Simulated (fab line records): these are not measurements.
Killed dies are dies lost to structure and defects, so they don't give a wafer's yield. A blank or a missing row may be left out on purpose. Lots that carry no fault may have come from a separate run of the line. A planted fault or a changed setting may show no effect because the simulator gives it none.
Which tool is to blame? -- flow berkeley_cmos170 -- 14 lots with 42 wafers sampled at 3 steps, on a route of 331 steps

WHAT EACH GAUGE READ, for each wafer
UCB170_V2_CD_MEAS_90: target cd 700 nm. Usual: cd_nm reads 700.5 nm (standard deviation 1.6).
lot,measured,on,cd_nm (nm),flag
L119,day 7 14:17,cd_sem-02,702.3 701.3 701.7,
L121,day 7 14:34,cd_sem-01,700.1 700.8 701.3,
L120,day 7 15:27,cd_sem-01,698.8 699.6 700.7,
L122,day 7 21:58,cd_sem-02,700.0 699.6 700.7,
L123,day 8 03:39,cd_sem-01,698.6 699.0 699.4,
L125,day 8 20:28,cd_sem-02,701.5 698.6 698.2,
L128,day 9 04:20,cd_sem-01,700.2 701.4 700.7,
L127,day 9 05:12,cd_sem-02,700.8 701.7 699.9,
L129,day 9 17:56,cd_sem-02,702.5 699.6 699.2,
L130,day 9 18:14,cd_sem-01,703.4 701.9 701.7,
L132,day 9 22:56,cd_sem-02,697.9 697.6 697.5,
L134,day 11 01:30,cd_sem-01,703.6 703.2 703.5,
L137,day 11 13:13,cd_sem-02,699.6 701.0 700.4,
L141,day 12 05:51,cd_sem-02,699.7 701.5 700.2,

UCB170_M3_CD_MEAS_15: target cd 700 nm. Usual: cd_nm reads 700.3 nm (standard deviation 1.3).
lot,measured,on,cd_nm (nm),flag
L119,day 7 17:14,cd_sem-02,699.8 699.2 699.8,
L121,day 7 17:23,cd_sem-02,699.9 700.3 700.9,
L120,day 7 18:49,cd_sem-02,698.9 698.1 698.7,
L122,day 8 00:19,cd_sem-01,701.1 701.8 703.7,
L123,day 8 06:14,cd_sem-01,700.4 700.5 701.1,
L125,day 9 02:20,cd_sem-01,703.8 701.6 702.8,
L128,day 9 06:22,cd_sem-01,700.7 699.5 701.0,
L127,day 9 07:26,cd_sem-01,701.4 700.9 702.2,
L129,day 9 20:04,cd_sem-02,698.9 699.6 700.4,
L130,day 9 20:51,cd_sem-02,699.9 699.4 699.7,
L132,day 10 00:58,cd_sem-02,699.1 699.8 701.2,
L134,day 11 06:31,cd_sem-02,698.8 699.5 698.1,
L137,day 11 15:16,cd_sem-01,700.4 700.1 700.1,
L141,day 12 07:52,cd_sem-02,697.5 699.4 698.9,

TOOL THAT RAN EACH LOT (tool first, then ch and the chambers of the sampled wafers, then the start)
lot,UCB170_V2_CMP_02
L119,"cmp-01 ch 1,2,3, day 7 12:13"
L121,"cmp-02 ch 0,2,3, day 7 12:28"
L120,"cmp-02 ch 2,3, day 7 12:57"
L122,"cmp-02 ch 1,2,3, day 7 19:54"
L123,"cmp-02 ch 0,2,3, day 8 01:32"
L125,"cmp-01 ch 1,2,3, day 8 17:56"
L128,"cmp-02 ch 0,1,2, day 9 02:05"
L127,"cmp-01 ch 0,3, day 9 02:15"
L129,"cmp-01 ch 0,1,2, day 9 15:52"
L130,"cmp-02 ch 1,2,3, day 9 16:14"
L132,"cmp-02 ch 0,2,3, day 9 20:39"
L134,"cmp-01 ch 0,3, day 10 23:11"
L137,"cmp-02 ch 1,2,3, day 11 11:18"
L141,"cmp-01 ch 1,3, day 12 03:53"
- UCB170_V2_CMP_02: polishes SiO2.

AS READ BY THE TOOLS THEMSELVES (means over the sampled wafers that have a number; for cases with no such wafer, the mark the record gives instead)
UCB170_V2_CMP_02. Usual: motor_current_A reads 17.6 A (standard deviation 2.4).
lot,tool,motor_current_A (A),flag
L119,cmp-01,17.3,
L121,cmp-02,18.6,
L120,cmp-02,19.3,
L122,cmp-02,17.8,
L123,cmp-02,19.1,
L125,cmp-01,17.7,
L128,cmp-02,16.9,
L127,cmp-01,17.9,
L129,cmp-01,15.7,
L130,cmp-02,18.4,
L132,cmp-02,18.7,
L134,cmp-01,18.3,
L137,cmp-02,18.1,
L141,cmp-01,19.3,

THE ANSWER, worked out from the rows above alone
Rule: take the mean of a lot's wafers that have a number; if it is more than 3 standard deviations from the usual mean, the lot is off. Also off: a lot with no number at a reading for which 4 or more lots have one. Any other lot the step has rows for is counted as sound. Order of review: gauges by route order, followed by the tools' own readings, for which a lot's mean as printed above is used. At the first step where some lot is off, the reading lying furthest off is the one used; lots without a number count as furthest.
No lot is off at any reading shown: from this, nothing can be told.

WHAT THE SIMULATOR HAD INSERTED
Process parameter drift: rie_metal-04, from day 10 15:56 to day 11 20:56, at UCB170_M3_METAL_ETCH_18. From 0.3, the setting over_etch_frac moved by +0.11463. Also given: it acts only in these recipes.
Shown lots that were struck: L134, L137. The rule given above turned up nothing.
